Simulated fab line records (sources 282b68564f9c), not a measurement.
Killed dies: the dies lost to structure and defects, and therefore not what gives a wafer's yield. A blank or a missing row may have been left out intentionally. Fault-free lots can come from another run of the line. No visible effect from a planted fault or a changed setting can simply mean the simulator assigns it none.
fab line records	flow rit_cmos
record: lots: 6	wafers: 18	last_day: 7
route steps=202 shown GATE@77 FOX2@80 M1@202
lots that met no fault: from a run of the same line without faults
start_h: the number of hours between the record's first day and the start of the first shown wafer of the lot	wait_h: hours from the lot's prior step to this one	" the same as in the row above	L1.1+2: several wafers, shown together as one row	- value missing, or start not given	* or withheld: withheld	< > ~ a bound
route shown NAME@n: names a module that has steps shown in the file, with the first one's number in the route	usual: the fault-free wafers' mean and standard deviation	same: alike in all rows	chamber/n: place in a boat	sites: each site's reading	_std_site: how widely they spread, as a standard deviation	_edge_site: inner sites' mean taken away from outer sites' mean	radius_mm: how far each site lies from the wafer's centre	mask NAME#n: copy n	behind: tool/chamber where the wafer was last shaped	hold: the reason the lot was held/the length of the hold in hours/how it ended	device: transistor that didn't switch, given as n, p or np	end of line: the route-end tests of the same wafers	a step with no rows: only its recipe	killed: at the first sort, the dies lost to defects and structure; wafer yield is something else	map: per-die view of a wafer (x killed, . not killed, _ where there is no die)
set.NAME: setting as actually run; set.NAME@STEP: the setting as run at that earlier step	model.NAME: the simulator's own value behind a step, which no gauge read
lots at selected steps of the route; one table per step, one row per wafer
services: a tool's chamber out of use, with start hour (start_h, from the record's first day; less than 0 if before it), hours out, and reason
== steps ==
step: RIT_GATE_CLEAN_02
recipe: chemistry: dHF	dilution: 50:1	time_s: 30
step: RIT_GATE_CLEAN_03
recipe: chemistry: SC2	mix: 3:3:50	time_s: 600	temp_c: 75	dry: n2_spin
step: RIT_GATE_CLEAN_04
recipe: chemistry: dHF	dilution: 50:1	time_s: 60	dry: n2_spin
step: RIT_FOX2_THK_MEAS_91
recipe: reads: SiO2_of_FOX2_OXIDATION_00
usual: FIELD_OXIDE_LEFT_2_THK: 257/5.9
lot.wafer	tool	chamber	start_h	wait_h	FIELD_OXIDE_LEFT_2_THK[nm]
L769.1	film_metro-02	-	37.86	0.0	264
L769.3	"	-	"	"	258
L769.4	"	-	"	"	255
L771.2	film_metro-02	-	47.40	0.0	263
L771.3	"	-	"	"	257
L771.4	"	-	"	"	255
L780.1	film_metro-02	-	95.79	0.0	248
L780.2	"	-	"	"	256
L780.6	"	-	"	"	252
L781.1	film_metro-02	-	96.55	0.0	259
L781.3	"	-	"	"	259
L781.6	"	-	"	"	259
L788.4	film_metro-01	-	134.81	0.0	260
L788.5	"	-	"	"	263
L788.6	"	-	"	"	264
L790.3	film_metro-02	-	145.96	0.0	263
L790.4	"	-	"	"	259
L790.6	"	-	"	"	260
step: RIT_GATE_OXIDATION_05
recipe: temp_c: 900	ambient: O2	target_thk_a: 30	ox_time_s: 270
step: RIT_GATE_ANNEAL_06
recipe: temp_c: 900	time_s: 600	ambient: N2O
step: RIT_GATE_THK_MEAS_07
recipe: reads: SiO2_of_GATE_OXIDATION_05
usual: GATE_OXIDE_THK: 3.03/0.06
lot.wafer	tool	chamber	start_h	wait_h	GATE_OXIDE_THK[nm]
L769.1	film_metro-04	-	40.69	0.0	2.95
L769.3	"	-	"	"	3.09
L769.4	"	-	"	"	3.04
L771.2	film_metro-01	-	48.79	0.0	2.90
L771.3	"	-	"	"	2.97
L771.4	"	-	"	"	2.96
L780.1	film_metro-04	-	97.18	0.0	3.02
L780.2	"	-	"	"	3.07
L780.6	"	-	"	"	3.01
L781.1	film_metro-02	-	97.94	0.0	3.09
L781.3	"	-	"	"	3.14
L781.6	"	-	"	"	3.08
L788.4	film_metro-04	-	138.12	0.0	3.02
L788.5	"	-	"	"	3.03
L788.6	"	-	"	"	2.97
L790.3	film_metro-02	-	148.50	0.0	3.07
L790.4	"	-	"	"	3.11
L790.6	"	-	"	"	3.07
step: RIT_GATE_CVD_08
recipe: material: poly-Si	target_thk_nm: 250	temp_c: 610	precursor: SiH4	time_s: 2220	pressure_mtorr: 300	sih4_flow_sccm: 100
step: RIT_GATE_THK_MEAS_09
recipe: reads: poly-Si_of_GATE_CVD_08
usual: GATE_POLY_THK: 250.0/2.4
lot.wafer	tool	chamber	start_h	wait_h	GATE_POLY_THK[nm]
L769.1	film_metro-01	-	42.37	0.0	247.1
L769.3	"	-	"	"	246.5
L769.4	"	-	"	"	246.9
L771.2	film_metro-04	-	50.46	0.0	244.4
L771.3	"	-	"	"	244.9
L771.4	"	-	"	"	245.3
L780.1	film_metro-04	-	99.66	0.0	252.4
L780.2	"	-	"	"	251.9
L780.6	"	-	"	"	250.5
L781.1	film_metro-02	-	100.96	0.0	246.6
L781.3	"	-	"	"	246.9
L781.6	"	-	"	"	248.0
L788.4	film_metro-02	-	140.97	0.0	252.9
L788.5	"	-	"	"	252.8
L788.6	"	-	"	"	253.0
L790.3	film_metro-02	-	150.17	0.0	246.2
L790.4	"	-	"	"	248.6
L790.6	"	-	"	"	249.7
step: RIT_GATE_HMDS_10
recipe: prime_time_s: 60	prime_temp_c: 140
step: RIT_GATE_COAT_11
recipe: resist: NOVOLAK	spin_rpm: 4250	resist_thk_nm: 850
step: RIT_GATE_SOFTBAKE_12
recipe: resist: NOVOLAK	temp_c: 90	time_s: 60
step: RIT_GATE_EXPOSE_13
recipe: mask_id: M6	na: 0.6	source_shape: conventional	sigma_outer: 0.6	target_cd_nm: 150	dose_mj: 380
usual: focus_offset_nm: 0.0/0.51
same: sigma_outer: 0.6
lot.wafer	tool	chamber	start_h	wait_h	mask	focus_offset_nm	model.GATE.overlay_x_nm
L769.1	iline_stepper-02	0	42.88	0.1	M6#0	0.4	-0.6525
L769.3	"	0	"	"	M6#0	-0.7	-0.6525
L769.4	"	0	"	"	M6#0	0.6	-0.6525
L771.2	iline_stepper-01	0	51.11	0.2	M6#0	1.2	-0.66
L771.3	"	0	"	"	M6#0	-0.1	-0.66
L771.4	"	0	"	"	M6#0	0.2	-0.66
L780.1	iline_stepper-01	0	100.30	0.2	M6#0	-0.8	239.2
L780.2	"	0	"	"	M6#0	0.8	239.2
L780.6	"	0	"	"	M6#0	-0.3	239.2
L781.1	iline_stepper-01	0	101.47	0.1	M6#0	0.2	239.8
L781.3	"	0	"	"	M6#0	-0.4	239.8
L781.6	"	0	"	"	M6#0	0.3	239.8
L788.4	iline_stepper-02	0	141.63	0.2	M6#0	0.2	0.002657
L788.5	"	0	"	"	M6#0	0.3	0.002657
L788.6	"	0	"	"	M6#0	0.2	0.002657
L790.3	iline_stepper-02	0	150.83	0.2	M6#0	0.5	-0.1408
L790.4	"	0	"	"	M6#0	-0.2	-0.1408
L790.6	"	0	"	"	M6#0	-0.3	-0.1408
step: RIT_GATE_PEB_14
recipe: resist: NOVOLAK	temp_c: withheld	time_s: withheld
step: RIT_GATE_DEVELOP_15
recipe: resist: NOVOLAK	develop_time_s: 50	dev_temp_c: 23
step: RIT_GATE_CD_MEAS_16
recipe: target_cd_nm: 150
usual: cd_nm: 149.1/2.4
lot.wafer	tool	chamber	start_h	wait_h	cd_nm
L769.1	cd_sem-01	-	43.28	-	145.5
L769.3	"	-	"	"	145.5
L769.4	"	-	"	"	148.1
L771.2	cd_sem-02	-	51.51	-	149.8
L771.3	"	-	"	"	147.8
L771.4	"	-	"	"	148.3
L780.1	cd_sem-02	-	100.70	-	147.0
L780.2	"	-	"	"	146.4
L780.6	"	-	"	"	146.6
L781.1	cd_sem-02	-	101.86	-	149.8
L781.3	"	-	"	"	148.0
L781.6	"	-	"	"	148.5
L788.4	cd_sem-01	-	142.03	-	147.7
L788.5	"	-	"	"	148.5
L788.6	"	-	"	"	147.1
L790.3	cd_sem-02	-	151.23	-	146.6
L790.4	"	-	"	"	147.9
L790.6	"	-	"	"	147.4
step: RIT_GATE_OVL_MEAS_17
usual: GATE_OVL: -0.6/1.3
lot.wafer	tool	chamber	start_h	wait_h	GATE_OVL[nm]
L769.1	overlay-01	-	43.40	0.1	0.8
L769.3	"	-	"	"	-0.4
L769.4	"	-	"	"	0.6
L771.2	overlay-02	-	51.62	0.1	-0.2
L771.3	"	-	"	"	-1.2
L771.4	"	-	"	"	-1.1
L780.1	overlay-02	-	100.82	0.1	240.2
L780.2	"	-	"	"	239.5
L780.6	"	-	"	"	238.7
L781.1	overlay-02	-	101.98	0.1	240.1
L781.3	"	-	"	"	238.5
L781.6	"	-	"	"	241.7
L788.4	overlay-01	-	142.11	0.1	-2.9
L788.5	"	-	"	"	0.8
L788.6	"	-	"	"	-1.1
L790.3	overlay-01	-	151.32	0.1	1.5
L790.4	"	-	"	"	0.8
L790.6	"	-	"	"	1.2
step: RIT_GATE_HARDBAKE_18
recipe: resist: NOVOLAK	temp_c: 140	time_s: 60
step: RIT_M1_PROBE_99
usual: killed_at_contacts: 0.1/0.24	killed_at_front_end: 7.1/3	killed_dies: 7.2/3	killed_open: 3.7/2	killed_short: 3.5/2
same: gross_dies: 264	killed_at_M0_to_M3: 0	killed_at_M4_up: 0	killed_at_back_side: 0	killed_at_other: 0
lot.wafer	tool	chamber	start_h	wait_h	killed_at_contacts	killed_at_front_end	killed_dies	killed_open	killed_short	model.etest.pldd.width_nm	model.etest.nldd.width_nm	model.etest.gate_end_array.leak_log10_a_um	model.etest.select_edge_diode_n.over_limit	model.etest.select_edge_diode_p.over_limit	model.etest.nmos_0p15.junction_log10_a_um	model.etest.nmos_narrow.off_log10_a_um	model.etest.nmos_0p3.off_log10_a_um
L769.1	prober-02	-	64.58	0.1	0	11	11	4	7	3166	3176	-12.8	0	0	-13.58	-13.27	-13.03
L769.3	prober-02	-	64.68	0.2	0	11	11	5	6	3189	3180	-12.77	0	0	-13.7	-13.19	-13.02
L769.4	prober-02	-	64.73	0.2	0	8	8	6	2	3183	3204	-13.1	0	0	-13.66	-13.23	-13.24
L771.2	prober-02	-	72.91	0.1	0	1	1	0	1	3150	3166	-12.8	0	0	-13.53	-13.17	-12.9
L771.3	prober-02	-	72.96	0.2	0	4	4	3	1	3164	3168	-12.76	0	0	-13.41	-13.23	-13.04
L771.4	prober-02	-	73.01	0.2	0	4	4	3	1	3192	3181	-12.8	0	0	-13.66	-13.3	-12.98
L780.1	prober-01	-	122.56	0.1	0	10	10	5	5	3033	3022	-5.92	1	1	-12.98	-12.83	-12.79
L780.2	prober-01	-	122.61	0.1	0	6	6	3	3	3021	3015	-6.238	1	1	-12.82	-12.74	-12.64
L780.6	prober-01	-	122.81	0.2	0	12	12	5	7	3018	3041	-6.233	1	1	-12.93	-12.84	-12.77
L781.1	prober-02	-	124.39	0.1	0	3	3	1	1	3026	3015	-6.239	1	1	-12.84	-12.75	-12.69
L781.3	prober-02	-	124.49	0.2	0	11	11	6	5	3024	3015	-6.362	1	1	-12.88	-12.8	-12.77
L781.6	prober-02	-	124.64	0.2	0	11	11	5	6	3028	3031	-6.222	1	1	-12.84	-12.75	-12.74
L788.4	prober-01	-	163.79	0.2	0	4	4	2	2	3165	3178	-12.78	0	0	-13.77	-13.24	-13.01
L788.5	prober-01	-	163.84	0.2	0	5	5	2	3	3175	3168	-12.77	0	0	-13.7	-13.22	-12.9
L788.6	prober-01	-	163.89	0.2	0	9	9	4	5	3183	3179	-12.76	0	0	-13.82	-13.13	-13.02
L790.3	prober-01	-	171.65	0.2	0	3	3	1	2	3168	3162	-12.87	0	0	-13.4	-13.32	-13.05
L790.4	prober-01	-	171.70	0.2	1	4	5	4	1	3169	3170	-12.87	0	0	-13.62	-13.08	-13.04
L790.6	prober-01	-	171.80	0.2	0	6	6	4	2	3157	3162	-13.03	0	0	-13.48	-13.3	-13.1
killed by level:class
L769.1 GATE:geometric_particle:short=6 REOX:geometric_particle:open=2 FOX1:geometric_particle:open=1 FOX2:geometric_particle:short=1 GATE:geometric_particle:open=1
L769.3 GATE:geometric_particle:short=5 GATE:geometric_particle:open=4 FOX1:geometric_particle:open=1 SPACER:geometric_particle:short=1
L769.4 FOX1:geometric_particle:open=2 FOX1:geometric_particle:short=2 FOX2:geometric_particle:open=1 GATE:geometric_particle:open=1 REOX:geometric_particle:open=1 SPACER:geometric_particle:open=1
L771.2 REOX:geometric_particle:short=1
L771.3 GATE:geometric_particle:open=2 REOX:geometric_particle:short=1 SILICIDE:geometric_particle:open=1
L771.4 GATE:geometric_particle:open=2 REOX:geometric_particle:short=1 SILICIDE:geometric_particle:open=1
L780.1 FOX2:geometric_particle:short=2 REOX:geometric_particle:open=2 REOX:geometric_particle:short=2 FOX2:geometric_particle:open=1 GATE:geometric_particle:short=1 GATE:geometric_particle:open=1 SPACER:geometric_particle:open=1
L780.2 REOX:geometric_particle:open=2 GATE:geometric_particle:short=1 GATE:geometric_particle:open=1 REOX:geometric_particle:short=1 SILICIDE:geometric_particle:short=1
L780.6 GATE:geometric_particle:open=4 GATE:geometric_particle:short=3 FOX2:geometric_particle:short=2 FOX1:geometric_particle:open=1 REOX:geometric_particle:short=1 SPACER:geometric_particle:short=1
L781.1 FOX1:geometric_particle:open=1 GATE:geometric_particle:short=1 GATE:coat_microbubble_printed=1
L781.3 REOX:geometric_particle:short=3 GATE:geometric_particle:short=2 GATE:geometric_particle:open=2 ACTIVE:geometric_particle:open=1 FOX1:geometric_particle:open=1 REOX:geometric_particle:open=1 SILICIDE:geometric_particle:open=1
L781.6 GATE:geometric_particle:open=4 REOX:geometric_particle:short=4 FOX2:geometric_particle:short=1 GATE:geometric_particle:short=1 REOX:geometric_particle:open=1
L788.4 FOX2:geometric_particle:short=2 FOX1:geometric_particle:open=1 SPACER:geometric_particle:open=1
L788.5 ACTIVE:geometric_particle:short=1 FOX1:geometric_particle:open=1 FOX1:geometric_particle:short=1 SPACER:geometric_particle:open=1 SILICIDE:geometric_particle:short=1
L788.6 SPACER:geometric_particle:short=3 FOX1:geometric_particle:open=1 FOX2:geometric_particle:open=1 REOX:geometric_particle:short=1 REOX:geometric_particle:open=1 SPACER:geometric_particle:open=1 SILICIDE:geometric_particle:short=1
L790.3 FOX2:geometric_particle:open=1 GATE:geometric_particle:short=1 SPACER:geometric_particle:short=1
L790.4 GATE:geometric_particle:open=2 FOX1:geometric_particle:open=1 SILICIDE:geometric_particle:open=1 CONTACT:geometric_particle:short=1
L790.6 GATE:geometric_particle:open=2 FOX1:geometric_particle:open=1 GATE:geometric_particle:short=1 REOX:geometric_particle:short=1 SPACER:geometric_particle:open=1
== services ==
tool	chamber	start_h	hours	kind
iline_stepper-01	-	42.90	2.1	pm
iline_stepper-01	-	44.98	-	consumable_replace:lamp
iline_stepper-02	-	68.03	1.7	pm
iline_stepper-01	-	93.41	1.7	pm
iline_stepper-01	-	135.73	3.9	repair
== key ==
first_sign: step: RIT_GATE_OVL_MEAS_17	reading: GATE_OVL	direction: up	sigmas: 99+	usual: -0.6	struck: 239.8
effect none on later readings
model_effect: step: RIT_GATE_EXPOSE_13	value: GATE.overlay_x_nm	without: -0.5167	struck: 239.5
model_effect: step: RIT_M1_PROBE_99	value: etest.pldd.width_nm	without: 3193	struck: 3025
met_at RIT_GATE_EXPOSE_13
struck_wafers L780.1,L780.2,L780.6,L781.1,L781.3,L781.6
tester_left_out L780,L781
onset_between 51.11 100.30
fault: kind: scanner_matching_overlay	tool: iline_stepper-01	chamber: -	onset_h: 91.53	steps: RIT_GATE_EXPOSE_13	offset: 240
tester_left_out: of these lots the tester's yield and bins aren't shown, on N5 and GAA mostly nor the transistor test; their killed dies are dies lost to structure and defects alone, not to doping, threshold or leakage, so they don't give the yield
